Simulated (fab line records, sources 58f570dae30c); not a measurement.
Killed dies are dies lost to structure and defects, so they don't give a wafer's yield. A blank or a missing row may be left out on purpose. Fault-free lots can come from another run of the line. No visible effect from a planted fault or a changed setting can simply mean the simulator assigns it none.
fab line records -- flow berkeleyCmos170
[record] lots = 5, wafers = 23
route steps=331 shown M3@319
startH: start of the lot's first displayed wafer, in hours after the record's first day -- waitH: hours from the lot's prior step to this one -- " same as the row above -- L1.1+2: one row covering several wafers at once -- - no value, or no start was given -- * or withheld: withheld -- < > ~ a bound
route shown NAME@n: a module of which the file shows steps, and the number in the route of the first -- usual: mean and standard deviation over wafers with no fault -- same: alike in all rows -- chamber/n: place in a boat -- sites: each site's reading -- _std_site: their standard deviation -- _edge_site: mean of outer sites minus mean of inner sites -- radiusMm: for every site, how far away it sits from the centre of the wafer -- mask NAME#n: copy n -- behind: the most recent tool/chamber to have shaped the wafer -- hold: cause of the lot's hold/its duration in hours/its outcome -- device: the n, p or np transistor that did not switch -- end of line: tests of these same wafers at the route's end -- for a step that has no rows: nothing shown but its recipe -- killed: at the first sort, the dies lost to defects and structure; wafer yield is something else -- map: shows each die of a wafer: x if killed, . if not, _ if none is there
set.NAME: the setting as run; set.NAME@STEP: as run at that earlier step -- model.NAME: the simulator's own value behind a step, which no gauge read
lots with deliberately changed settings; one table per step, one row per wafer
[[steps]]
[step UCB170_M3_COAT_10]
[recipe] resist = KrF, spinRpm = 1500, resistThkNm = 900
lot.wafer,tool,chamber,startH,waitH,set.resistThkNm,model.KrF_of_M3_COAT_10.thkNm
L074.1,lithoTrack-02,0,-,-,873.1,870.5
L074.2,lithoTrack-02,0,-,-,900,897.2
L074.4,lithoTrack-02,0,-,-,873.1,872.2
L074.5,lithoTrack-02,0,-,-,873.1,875.7
L074.6,lithoTrack-02,0,-,-,900,898.6
L076.1,lithoTrack-02,0,-,-,870.7,869.3
L076.2,lithoTrack-02,0,-,-,900,897.8
L076.3,lithoTrack-02,0,-,-,900,901.7
L076.4,lithoTrack-02,0,-,-,870.7,869.4
L076.6,lithoTrack-02,0,-,-,870.7,870
L075.4,lithoTrack-04,0,-,-,900,899.9
L075.5,lithoTrack-04,0,-,-,900,901.8
L075.6,lithoTrack-04,0,-,-,900,902.2
L077.2,lithoTrack-03,0,-,-,938.6,939.9
L077.3,lithoTrack-03,0,-,-,938.6,940.9
L077.4,lithoTrack-03,0,-,-,900,903.1
L077.5,lithoTrack-03,0,-,-,900,902.9
L077.6,lithoTrack-03,0,-,-,938.6,942.1
L084.1,lithoTrack-03,0,-,-,900,899.9
L084.2,lithoTrack-03,0,-,-,900,897.5
L084.3,lithoTrack-03,0,-,-,900,904.1
L084.4,lithoTrack-03,0,-,-,900,901.5
L084.6,lithoTrack-03,0,-,-,900,900.2
[[key]]
[split] step = UCB170_M3_COAT_10, setting = resistThkNm, stated = 900, by = wafer
[response] step = UCB170_M3_COAT_10, reading = model.KrF_of_M3_COAT_10.thkNm, change = +8.87, per = 1%, r = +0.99
